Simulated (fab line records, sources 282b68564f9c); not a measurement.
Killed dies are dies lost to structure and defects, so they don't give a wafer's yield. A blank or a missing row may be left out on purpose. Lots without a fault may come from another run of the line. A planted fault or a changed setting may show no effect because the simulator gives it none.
A struck lot beside a sound one | flow rit_cmos | 44 steps out of a route of 202
Sound: wafers L420.2, L420.5, L420.6. Struck: wafers L410.1, L410.3, L410.5. The cause comes at the end.
At each step with rows: each side's tool, then ch and its chambers, then its first start. Under that, the readings that differ: sound wafers | struck wafers | difference of the means | sigmas: that difference in standard deviations of wafers without a fault.
alike: readings whose means differ by less than 2 such deviations, and words and numbers that are the same on both sides. not compared: withheld readings, readings that some wafer has no value for, bounds like >300 that may hide the same value, and numbers for which the record gives no deviation and whose values overlap.
The two part at a step that has a row with sigmas, a row that says differs or no value, or rows on one side only. Numbers that don't overlap but have no deviation are shown without sigmas and don't part them. A reading that every wafer of one side lacks parts them only if that side has two wafers or more.

first, 2 steps without rows for these wafers: RIT_NLDD_HARDBAKE_07 (time 60 s); RIT_NLDD_IMPLANT_08.
RIT_NLDD_STRIP_09: strips in O2, time 180 s.
  sound on plasma_asher-04 ch 0,1, day 6 16:33; struck on plasma_asher-01 ch 1, day 4 18:11
  alike: drypump_motor_current_A
  not compared: rf_hours_counter_h
RIT_NLDD_TW_MEAS_10:
  sound on film_metro-01, day 6 16:44; struck on film_metro-03, day 4 18:22
  alike: NLDD_TW
then, 6 steps without rows for these wafers: RIT_PLDD_HMDS_00 (prime time 60 s); RIT_PLDD_COAT_01 (resist thk 1000 nm); RIT_PLDD_SOFTBAKE_02 (time 60 s); RIT_PLDD_EXPOSE_03 (exposes mask M8, target cd 40900 nm); RIT_PLDD_PEB_04; RIT_PLDD_DEVELOP_05 (develop time 50 s).
RIT_PLDD_OVL_MEAS_06:
  sound on overlay-02, day 6 17:38; struck on overlay-02, day 4 19:17
  reading       | sound          | struck         | difference | sigmas
  PLDD_OVL (nm) | -5.0 -5.5 -3.4 | -0.8 -2.6 -1.8 | +2.9       | +2
then, 1 step without rows for these wafers: RIT_PLDD_HARDBAKE_07 (time 60 s).
RIT_PLDD_IMPLANT_08:
  sound on implanter-02 ch 0, day 6 17:57; struck on implanter-03 ch 0, day 4 19:28
  reading            | sound             | struck            | difference | sigmas
  tilt_deg (degrees) | 7.012 7.065 7.017 | 7.553 7.558 7.563 | +0.527     | +22
RIT_PLDD_STRIP_09: strips in O2, time 180 s.
  sound on plasma_asher-04 ch 0,1, day 6 18:05; struck on plasma_asher-03 ch 1, day 4 19:37
  alike: drypump_motor_current_A
  not compared: rf_hours_counter_h
RIT_PLDD_TW_MEAS_10:
  sound on film_metro-04, day 6 18:16; struck on film_metro-04, day 4 19:47
  alike: PLDD_TW
then, 4 steps without rows for these wafers: RIT_SPACER_CLEAN_00 (cleans in SC1, time 600 s); RIT_SPACER_CLEAN_01 (cleans in dHF, time 30 s); RIT_SPACER_CLEAN_02 (cleans in SC2, time 600 s); RIT_SPACER_CVD_03 (deposits Si3N4 from SiH2Cl2/NH3, target thk 250 nm, time 3300 s).
RIT_SPACER_THK_MEAS_04:
  sound on film_metro-02, day 6 20:38; struck on film_metro-01, day 4 22:09
  alike: SPACER_NITRIDE_THK
RIT_SPACER_ETCHBACK_05: etches Si3N4 in SF6/CHF3, stops on SiO2, target depth 250 nm, time 240 s.
  sound on rie_diel-03 ch 1,2, day 6 20:41; struck on rie_diel-04 ch 0,1, day 4 22:13
  reading                     | sound       | struck      | difference | sigmas
  drypump_motor_current_A (A) | 6.5 6.3 6.4 | 5.3 4.9 5.3 | -1.2       | -2
  alike: oes_product_au, throttle_valve_pct
  not compared: rf_hours_counter_h
then, 6 steps without rows for these wafers: RIT_NSD_HMDS_00 (prime time 60 s); RIT_NSD_COAT_01 (resist thk 1000 nm); RIT_NSD_SOFTBAKE_02 (time 60 s); RIT_NSD_EXPOSE_03 (exposes mask M9, target cd 40700 nm); RIT_NSD_PEB_04; RIT_NSD_DEVELOP_05 (develop time 50 s).
RIT_NSD_OVL_MEAS_06:
  sound on overlay-01, day 6 21:44; struck on overlay-02, day 4 23:20
  alike: NSD_OVL
then, 2 steps without rows for these wafers: RIT_NSD_HARDBAKE_07 (time 60 s); RIT_NSD_IMPLANT_08.
RIT_NSD_STRIP_09: strips in O2, time 180 s.
  sound on plasma_asher-03 ch 0,1, day 6 22:04; struck on plasma_asher-04 ch 0,1, day 4 23:40
  alike: drypump_motor_current_A
  not compared: rf_hours_counter_h
RIT_NSD_TW_MEAS_10:
  sound on film_metro-04, day 6 22:15; struck on film_metro-01, day 4 23:51
  alike: NSD_TW
then, 6 steps without rows for these wafers: RIT_PSD_HMDS_00 (prime time 60 s); RIT_PSD_COAT_01 (resist thk 1000 nm); RIT_PSD_SOFTBAKE_02 (time 60 s); RIT_PSD_EXPOSE_03 (exposes mask M10, target cd 40900 nm); RIT_PSD_PEB_04; RIT_PSD_DEVELOP_05 (develop time 50 s).
RIT_PSD_OVL_MEAS_06:
  sound on overlay-01, day 6 23:10; struck on overlay-01, day 5 00:46
  alike: PSD_OVL
then, 2 steps without rows for these wafers: RIT_PSD_HARDBAKE_07 (time 60 s); RIT_PSD_IMPLANT_08.
RIT_PSD_STRIP_09: strips in O2, time 180 s.
  sound on plasma_asher-01 ch 0,1, day 6 23:29; struck on plasma_asher-02 ch 0,1, day 5 01:05
  alike: drypump_motor_current_A
  not compared: rf_hours_counter_h
RIT_SDANNEAL_RS_MEAS_06: measures by four-point-probe.
  sound on film_metro-01, day 7 00:25; struck on film_metro-04, day 5 01:59
  reading          | sound             | struck | difference                    | sigmas
  PLDD_RS (ohm/sq) | 178.1 178.6 178.1 | - - -  | no value on the struck wafers |
RIT_M1_PROBE_99:
  sound on prober-02, day 7 07:26; struck on prober-02, day 5 09:07
  reading                             | sound             | struck            | difference | sigmas
  killed_at_M0_to_M3                  | 2 0 0             | 0 0 0             | -1         | -3
  model.etest.pmos_turned.r_on_ohm_um | 3311 3258 3327    | 3851 4115 3934    | +668       |
  model.etest.pmos_turned.drive_ua_um | 196.7 200.2 192.9 | 154.3 142.6 151.2 | -47.2      |
  alike: killed_at_front_end, killed_dies, killed_open, killed_short

WHERE THEY PART
First at RIT_PLDD_OVL_MEAS_06; last, within this record, at RIT_M1_PROBE_99.

WHY: what the simulator had put in
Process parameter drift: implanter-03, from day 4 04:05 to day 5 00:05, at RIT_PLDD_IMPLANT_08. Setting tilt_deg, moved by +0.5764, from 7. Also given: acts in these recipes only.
